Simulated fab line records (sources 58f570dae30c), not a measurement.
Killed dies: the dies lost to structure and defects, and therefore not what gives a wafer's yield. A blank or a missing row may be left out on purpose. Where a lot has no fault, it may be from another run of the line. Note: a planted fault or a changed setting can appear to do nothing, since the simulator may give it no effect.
Comparing a struck lot with a sound one | flow berkeley_cmos170 | 17 out of 331 route steps
Sound: the wafers L496.2, L496.3, L496.5. The struck wafers were L497.2, L497.3, L497.6. The cause is named last.
Per side, at each step with rows, come the tool, then ch with its chambers, and then its first start. Under that, the readings that differ: sound wafers | struck wafers | difference of the means | sigmas: that difference in standard deviations of wafers without a fault.
alike: a reading whose means differ by less than 2 such deviations, as well as words and numbers matching on both sides. not compared: withheld readings; readings where some wafer has no value; bounds like >300 that might hide an equal value; numbers whose values overlap and for which the record gives no deviation.
The two part at a step that has a row with sigmas, a row that says differs or no value, or rows on one side only. Numbers that don't overlap but have no deviation are shown without sigmas and don't part them. Lack of a reading on every wafer of one side parts them only where that side has two or more wafers.

UCB170_SDANNEAL_RS_MEAS_04: uses a four-point probe to measure.
  sound: film_metro-01 at day 10 07:10; struck: film_metro-03 at day 10 08:13
  alike: PLDD_RS
UCB170_SDANNEAL_RS_MEAS_05: uses a four-point probe to measure.
  sound: film_metro-01 at day 10 07:17; struck: film_metro-03 at day 10 08:20
  alike: NLDD_RS
then, 1 step without rows for these wafers: UCB170_SILICIDE_PRE_CLEAN_00 (preclean etch time 60 s).
UCB170_SILICIDE_SPUTTER_01: material Ti, target thk 30 nm, time 25 s.
  sound: pvd_sputter-01 at day 10 07:27; struck: pvd_sputter-02 at day 10 08:30
  alike: throttle_valve_pct
UCB170_SILICIDE_RS_MEAS_02: uses a four-point probe to measure.
  sound: film_metro-04 at day 10 07:30; struck: film_metro-04 at day 10 08:33
  alike: SILICIDE_TI_RS
UCB170_SILICIDE_THK_MEAS_03: measures by xrf.
  sound: film_metro-04 at day 10 07:37; struck: film_metro-04 at day 10 08:40
  alike: SILICIDE_TI_THK
UCB170_SILICIDE_RTA_04: time 15 s.
  sound on rtp_anneal-02 ch 0, day 10 07:40; struck on rtp_anneal-02 ch 0, day 10 08:44
  alike: lamp_power_pct, wafer_temp_C_max
then, 3 steps without rows for these wafers: UCB170_SILICIDE_WET_ETCH_05 (etches Ti in SPM, time 45 s); UCB170_CONTACT_CLEAN_00 (cleans in SPM, time 600 s); UCB170_CONTACT_CVD_01 (deposits PSG from SiH4/O2/PH3, target thk 700 nm, time 2820 s).
UCB170_CONTACT_THK_MEAS_02:
  sound: film_metro-03 at day 10 09:55; struck: film_metro-01 at day 10 11:33
  alike: CONTACT_PSG_THK
then, 1 step without rows for these wafers: UCB170_CONTACT_HMDS_03 (prime time 60 s).
UCB170_CONTACT_COAT_04: resist thk 900 nm.
  sound on litho_track-01 ch 0, day 10 10:19; struck on litho_track-01 ch 0, day 10 12:10
  reading                                  | sound           | struck            | difference | sigmas
  model.KrF_of_CONTACT_COAT_04.thk_nm (nm) | 898.9 899 901.3 | 930.2 930.4 930.7 | +30.7      |
  alike: chill_plate_temp_C, exhaust_pa
then, 1 step without rows for these wafers: UCB170_CONTACT_SOFTBAKE_05 (time 60 s).
UCB170_CONTACT_STRIP_06: strips in O2.
  sound on plasma_asher-01 ch 0,1, day 10 10:35; struck on plasma_asher-04 ch 0, day 10 12:26
  reading                      | sound             | struck            | difference | sigmas
  drypump_motor_current_A (A)  | 4.8 4.8 5.5       | 6.7 6.7 6.7       | +1.7       | +3
  strip_time_to_endpoint_s (s) | 21.95 21.94 22.00 | 22.69 22.69 22.70 | +0.73      | +10
  alike: chamber_pressure_mTorr, oes_product_au
  not compared: rf_hours_counter_h
then, 2 steps without rows for these wafers: UCB170_CONTACT_CLEAN_07 (cleans in SPM, time 600 s); UCB170_M3_PROBE_99.

WHERE THEY PART
Within this record, at UCB170_CONTACT_STRIP_06 only.

WHY: whatever the simulator had introduced
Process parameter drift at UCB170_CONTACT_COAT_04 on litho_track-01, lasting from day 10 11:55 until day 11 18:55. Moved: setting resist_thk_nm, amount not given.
